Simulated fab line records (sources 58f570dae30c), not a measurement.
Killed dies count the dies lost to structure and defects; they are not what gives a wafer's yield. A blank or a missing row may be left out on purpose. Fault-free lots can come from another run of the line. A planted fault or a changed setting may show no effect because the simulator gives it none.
Split-lot trial    flow berkeley_cmos170    5 lots, 23 wafers read, on a route of 331 steps

## THE SPLIT ITSELF
At UCB170_SILICIDE_SPUTTER_01 (material Ti, target thk 30 nm, time 25 s), the setting time_s was moved away from the recipe's 25 s on 5 of the 23 wafers read, by +11.7% to +12.7%. For the rest of the wafers, this setting stayed at what the recipe calls for.

## SPLIT TO READING: what lies between them in the file, 1 step
- UCB170_SILICIDE_RS_MEAS_02: measures by four-point-probe

## THE READING
SILICIDE_TI_THK, in nm, at UCB170_SILICIDE_THK_MEAS_03 (measures by xrf). On this fab line, fault-free wafers typically give 30.1 nm with a standard deviation of 0.32 nm.

wafer   tool, chamber at the split  time_s as run, s  against the recipe  SILICIDE_TI_THK, nm  against lot-mates on the recipe
L077.2  pvd_sputter-01, -           25                recipe              30.6                 -
L077.3  pvd_sputter-01, -           25                recipe              30.5                 -
L077.4  pvd_sputter-01, -           25                recipe              30.5                 -
L077.5  pvd_sputter-01, -           25                recipe              30.3                 -
L077.6  pvd_sputter-01, -           25                recipe              30.4                 -
L076.1  pvd_sputter-03, -           28.18             +12.7%              33.6                 +3.6
L076.2  pvd_sputter-03, -           25                recipe              29.8                 -
L076.3  pvd_sputter-03, -           28.18             +12.7%              33.9                 +3.9
L076.4  pvd_sputter-03, -           25                recipe              30.1                 -
L076.5  pvd_sputter-03, -           28.18             +12.7%              33.7                 +3.8
L081.1  pvd_sputter-02, -           25                recipe              29.8                 -
L081.2  pvd_sputter-02, -           27.92             +11.7%              33.3                 +3.3
L081.3  pvd_sputter-02, -           25                recipe              29.9                 -
L081.4  pvd_sputter-02, -           25                recipe              30.2                 -
L081.5  pvd_sputter-02, -           27.92             +11.7%              33.5                 +3.5
L083.1  pvd_sputter-03, -           25                recipe              30.0                 -
L083.3  pvd_sputter-03, -           25                recipe              29.9                 -
L083.5  pvd_sputter-03, -           25                recipe              29.9                 -
L085.1  pvd_sputter-03, -           25                recipe              29.3                 -
L085.2  pvd_sputter-03, -           25                recipe              29.6                 -
L085.3  pvd_sputter-03, -           25                recipe              29.5                 -
L085.5  pvd_sputter-03, -           25                recipe              29.4                 -
L085.6  pvd_sputter-03, -           25                recipe              29.3                 -

FIT RESULTS
A straight line over all 23 wafers: SILICIDE_TI_THK changes by +0.297 nm for each +1% of time_s; r = +0.97; the points scatter about the line by 0.38 nm.
The same after taking each lot's own level away (the mean of its wafers on the recipe; 23 wafers): +0.296 nm for each +1%; r = +1.00; scatter 0.12 nm.
That fit puts the effect of the largest move of time_s on the reading at 3.8 nm.
The lots' own levels span 29.42 to 30.46 nm, that is 3.3 times the standard deviation above.
Consequently the slope shifts little with the lot-to-lot level, the two slopes agreeing.
Check: +3.8 nm against its lot-mates is what the line predicts for one of the wafers moved furthest among these (+12.7%) when that wafer is left out of the fit. Against them it came out at +3.65 nm.

## THE WHOLE CHAIN: every reading that the file lists as answering this split, in the file's order
step                         what it does                              reading                                                                            change (the file's fit)                r (the file's)
UCB170_SILICIDE_SPUTTER_01   material Ti, target thk 30 nm, time 25 s  Ti_of_SILICIDE_SPUTTER_01.thk_nm (the simulator's own value, which no gauge read)  +0.294 nm for each +1% of the setting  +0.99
UCB170_SILICIDE_RS_MEAS_02   measures by four-point-probe              SILICIDE_TI_RS                                                                     -0.269 for each +1% of the setting     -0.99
UCB170_SILICIDE_THK_MEAS_03  measures by xrf                           SILICIDE_TI_THK                                                                    +0.296 for each +1% of the setting     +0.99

## FILE'S OWN FIT
SILICIDE_TI_THK changes by +0.296 nm for each +1% of time_s, r = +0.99.
